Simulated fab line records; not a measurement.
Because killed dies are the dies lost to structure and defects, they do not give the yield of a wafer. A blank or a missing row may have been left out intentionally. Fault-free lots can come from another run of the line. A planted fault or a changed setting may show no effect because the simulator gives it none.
A single fault, viewed from 2 desks || flow ritCmos || each desk has only its own numbers; what lay behind them comes last

THE TOOL OWNER'S DESK: lpcvd-02
The tool's own readings at RIT_ACTIVE_CVD_03 (deposits Si3N4 from SiH2Cl2/NH3, target thk 150 nm, time 1500 s): means of the sampled wafers that have a number, for each lot that ran on this tool. Marked OUT: a lot whose mean sits more than 4 standard deviations from the usual mean, which makes it out of limits; the brackets give that distance.
Columns: A = sih2cl2FlowSccm at RIT_ACTIVE_CVD_03, usual 60.03 sccm; B = spikeTcCentreC at RIT_ACTIVE_CVD_03, usual 812.4 C; C = spikeTcLoadC at RIT_ACTIVE_CVD_03, usual 833.8 C
{"lot": "L540", "first seen here": "day 1 17:21", "A": 60.08, "B": 810.4, "C": 837.9}
{"lot": "L543", "first seen here": "day 2 08:43", "A": 60.16, "B": 811.7, "C": 838.1}
{"lot": "L550", "first seen here": "day 3 20:16", "A": 59.97, "B": 811.1, "C": 833.5}
{"lot": "L552", "first seen here": "day 4 05:19", "A": 59.95, "B": 811.5, "C": 832.6}
{"lot": "L554", "first seen here": "day 4 15:34", "A": 60.10, "B": 812.0, "C": 833.2}
{"lot": "L555", "first seen here": "day 4 20:56", "A": 60.11, "B": 811.3, "C": 833.4}
{"lot": "L560", "first seen here": "day 5 21:07", "A": 60.13, "B": 812.0, "C": 833.9}
This desk's verdict: no lot among the 7 shows anything out of limits.

FROM THE METROLOGY DESK
Means of the sampled wafers that have a number, per lot and without regard to the tool the lot ran on: this is what the gauges read. Marked OUT: a lot whose mean sits more than 4 standard deviations from the usual mean, which makes it out of limits; the brackets give that distance.
Columns: A = ACTIVE_NITRIDE_THK at RIT_ACTIVE_THK_MEAS_04, usual 149.7 nm; B = FOX1_OXIDE_THK at RIT_FOX1_THK_MEAS_01, usual 349 nm
{"lot": "L540", "first seen here": "day 1 18:46", "A": 149.6, "B": 356}
{"lot": "L541", "first seen here": "day 2 01:57", "A": 149.4, "B": 348}
{"lot": "L542", "first seen here": "day 2 05:15", "A": 149.9, "B": 346}
{"lot": "L543", "first seen here": "day 2 10:08", "A": 150.6, "B": 349}
{"lot": "L544", "first seen here": "day 2 15:56", "A": 149.3, "B": 354}
{"lot": "L546", "first seen here": "day 3 01:19", "A": 148.5, "B": 355}
{"lot": "L549", "first seen here": "day 3 17:19", "A": 151.2, "B": 345}
{"lot": "L550", "first seen here": "day 3 22:24", "A": 149.0, "B": 345}
{"lot": "L552", "first seen here": "day 4 06:45", "A": 148.2, "B": 356}
{"lot": "L554", "first seen here": "day 4 16:59", "A": "253.6 (+69) OUT", "B": "-"}
{"lot": "L555", "first seen here": "day 4 22:20", "A": "252.5 (+69) OUT", "B": "-"}
{"lot": "L556", "first seen here": "day 5 03:20", "A": 150.3, "B": 345}
{"lot": "L559", "first seen here": "day 5 17:40", "A": 151.3, "B": 355}
{"lot": "L560", "first seen here": "day 5 22:32", "A": "251.6 (+68) OUT", "B": "-"}
{"lot": "L561", "first seen here": "day 6 03:32", "A": 153.7, "B": 345}
This desk's finding: out of limits on L554, L555, L560; first on L554, day 4 16:59 (ACTIVE_NITRIDE_THK at RIT_ACTIVE_THK_MEAS_04). Within limits: L540, L541, L542, L543, L544, L546, L549, L550, L552, L556, L559, L561.

ALL TOGETHER
At day 4 16:59 the metrology desk could have sounded an alarm, on L554, L555, L560.
Nothing out of limits was seen by the tool owner's desk.
On record at the tool owner's desk: L554, L555, L560, within its limits.
All the named lots went through RIT_ACTIVE_CVD_03 on lpcvd-02.

WHAT THE SIMULATOR HAD PUT IN
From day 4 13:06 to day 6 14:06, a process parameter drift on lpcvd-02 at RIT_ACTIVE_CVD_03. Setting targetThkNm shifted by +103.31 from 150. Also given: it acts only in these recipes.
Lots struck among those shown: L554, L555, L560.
Hours from the fault's start to each desk's first reading out of limits: the metrology desk, 4.
